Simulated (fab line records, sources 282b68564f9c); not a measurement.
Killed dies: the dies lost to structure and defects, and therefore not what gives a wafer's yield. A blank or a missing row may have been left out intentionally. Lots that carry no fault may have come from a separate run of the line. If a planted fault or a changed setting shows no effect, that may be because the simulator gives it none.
Which of the tools did it?    flow rit-cmos    39 wafers from 13 lots sampled at 2 of the route's 202 steps

## WHAT THE GAUGES SHOWED, per wafer
RIT_NRETRO_TW_MEAS_10. Usual: NRETRO_TW gives 1034 (standard deviation 10).
lot   measured     on             NRETRO_TW          flag
L263  day 2 08:25  film-metro-02  1028 1024 1024     
L264  day 2 13:23  film-metro-04  1046 1046 1053     
L266  day 3 01:58  film-metro-04  1057 1053 1049     
L268  day 3 09:46  film-metro-03  1023 1024 1021     
L271  day 4 00:44  film-metro-04  1044 1047 1052     
L272  day 4 06:50  film-metro-02  30 30 30 30 30 30  OFF
L273  day 4 14:34  film-metro-02  1022 1030 1019     
L280  day 5 21:11  film-metro-04  1049 1042 1045     
L282  day 6 06:20  film-metro-02  1033 1033 1029     
L283  day 6 11:57  film-metro-02  1035 1033 1037     
L284  day 6 16:33  film-metro-03  1029 1027 1026     
L285  day 6 19:58  film-metro-03  1033 1032 1030     
L286  day 7 02:39  film-metro-04  1046 1050 1047     

## WHAT TOOL EACH LOT RAN ON (gives the tool, then ch and the chambers of the sampled wafers, and finally the start)
lot   RIT_NWELL_STRIP_09
L263  plasma-asher-02 ch 0,1, day 1 23:19
L264  plasma-asher-01 ch 1, day 2 02:34
L266  plasma-asher-01 ch 0,1, day 2 15:25
L268  plasma-asher-01 ch 0,1, day 3 00:43
L271  plasma-asher-02 ch 0,1, day 3 15:49
L272  plasma-asher-01 ch 0,1, day 3 20:19
L273  plasma-asher-02 ch 0,1, day 4 05:31
L280  plasma-asher-02 ch 0,1, day 5 11:54
L282  plasma-asher-01 ch 0,1, day 5 21:19
L283  plasma-asher-01 ch 0,1, day 6 03:04
L284  plasma-asher-01 ch 0,1, day 6 07:25
L285  plasma-asher-02 ch 0,1, day 6 11:14
L286  plasma-asher-01 ch 0,1, day 6 18:02
- RIT_NWELL_STRIP_09: strips in O2, time 180 s.

## AS READ BY THE TOOLS THEMSELVES (means over the sampled wafers that have a number; for cases with no such wafer, the mark the record gives instead)
RIT_NWELL_STRIP_09. Usual: drypump-motor-current-A 5.4 A, standard deviation 0.59; run-length-s 208.17 s, standard deviation 0.27.
lot   tool             drypump-motor-current-A (A)  run-length-s (s)  flag
L263  plasma-asher-02  5.7                          208.00            
L264  plasma-asher-01  6.0                          208.19            
L266  plasma-asher-01  5.1                          208.19            
L268  plasma-asher-01  5.1                          208.33            
L271  plasma-asher-02  5.3                          208.09            
L272  plasma-asher-01  5.6                          72.37             OFF
L273  plasma-asher-02  5.3                          208.03            
L280  plasma-asher-02  5.7                          208.06            
L282  plasma-asher-01  5.1                          208.41            
L283  plasma-asher-01  5.5                          208.35            
L284  plasma-asher-01  5.1                          208.28            
L285  plasma-asher-02  5.3                          207.77            
L286  plasma-asher-01  5.5                          208.49            

## THE ANSWER, worked out from the rows above alone
Rule: a lot is off if the mean of its wafers that have a number lies more than 3 standard deviations from the usual mean. A lot without any number at a reading at which 4 lots or more have one is off too. The other lots that the step has rows for count as sound. After the gauges, taken in route order, come the tools' own readings; for these a lot's mean is taken, as printed above. The first step at which some lot is off is used, and at that step the reading that is off furthest; a lot without a number counts as furthest.
Off: L272, at RIT_NRETRO_TW_MEAS_10 (NRETRO_TW).
A tool fits if, at a process step before that reading, it ran every lot that is off, and no sound lot after the first of them. Not tried: the gauges at RIT_NRETRO_TW_MEAS_10; whatever is off there is also off at RIT_NWELL_STRIP_09, on other tools, and gauge error can't account for it. None of those tried fits.

## WHAT WAS PUT IN BY THE SIMULATOR
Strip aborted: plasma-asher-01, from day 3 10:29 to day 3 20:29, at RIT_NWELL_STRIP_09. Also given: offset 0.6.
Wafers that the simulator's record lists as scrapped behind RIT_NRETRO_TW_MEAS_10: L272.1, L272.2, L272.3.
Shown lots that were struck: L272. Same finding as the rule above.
